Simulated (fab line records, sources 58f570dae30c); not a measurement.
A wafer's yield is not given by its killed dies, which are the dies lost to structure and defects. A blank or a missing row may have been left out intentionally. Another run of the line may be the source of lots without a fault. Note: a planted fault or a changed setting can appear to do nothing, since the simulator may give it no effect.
Problem report, 8D (eight disciplines) form, completed by code -- flow berkeley_cmos170 -- the parts of the form that need people (team, actions taken, sign-off) are left out

1. THE ISSUE
Wafers free of any fault read 616.0 ohm/sq (standard deviation 1.4) for NLDD_RS at UCB170_SDANNEAL_RS_MEAS_05, against a mean of 550.7 ohm/sq on 6 wafers of 2 lots. Measured from the usual mean, that is -47 standard deviations.
The step: measures by four-point-probe.
First seen on wafer L441.1, day 11 00:28, on film_metro-03. The record holds 42 wafers of 14 lots with a number at this step. The rule behind "out" and "out of limits": a value lying over 4 standard deviations away from the usual mean. The other wafers with a number count as sound.

2. WHAT THIS IS AND IS NOT
question,is,is not
which readings at this step,NLDD_RS,-
which lots,"L441, L444","L428, L429, L430, L431, L432, L434, L435, L442, L443, L446, L447, L451"
which wafers of those lots,all that have a number,-
read on which gauges,"film_metro-01, film_metro-03",film_metro-02
when,from day 11 00:28,"up to then (21 sound wafers); but 15 sound wafers of L442, L443, L446, L447, L451 came after"

3. SUSPECTS, AND WHAT RULES EACH OUT
Counting: a tool stays on the suspect list if, at a process step up to the reading, it processed all lots that are out and no sound lot following the first of them.
- the gauge at UCB170_SDANNEAL_RS_MEAS_05 is ruled out. Those wafers that are out were read across 2 gauges (film_metro-01, film_metro-03).
- implanter-01 at UCB170_NLDD_IMPLANT_09: kept. Every lot that is out went through it, starting with L441 (day 10 08:47), and after that it ran no sound lot; the last sound lot it ran before then is L442 (day 10 08:14).
Remaining after the count: implanter-01 at UCB170_NLDD_IMPLANT_09.

4. THE CAUSE (what the simulator had put in)
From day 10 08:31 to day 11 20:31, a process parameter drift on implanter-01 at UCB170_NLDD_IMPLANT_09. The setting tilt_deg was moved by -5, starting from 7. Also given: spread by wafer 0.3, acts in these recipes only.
This tool alone remained once counting was done.

5. THE EFFECT CHAIN, in route order
Rows list readings where the struck wafers' mean (over those with a number) sits beyond 3 standard deviations from the usual. Only readings for which the record gives a usual standard deviation are gone through. hours: the time from each lot's start at the first step in this table that gives one to its start at this step, as a median over the lots. sigmas: the change in usual standard deviations.
hours,step,reading,usual,on struck wafers,change,sigmas
0,UCB170_SDANNEAL_RS_MEAS_05,NLDD_RS,616.0 ohm/sq,550.7,-65.3,-47

6. WHAT WOULD HAVE CAUGHT IT SOONER
16 hours passed between the start of the fault at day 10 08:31 and the first reading out of limits at a measuring or inspecting step in this record, taken at day 11 00:28.
No tool reading at UCB170_NLDD_IMPLANT_09 that has a usual standard deviation in the record was out on any struck wafer, so an alarm limit of 4 standard deviations on those readings would not have fired.
Lots out: 2; all had begun UCB170_NLDD_IMPLANT_09 on implanter-01 by day 11 00:28. None of them would have been spared by holding the tool at that moment.
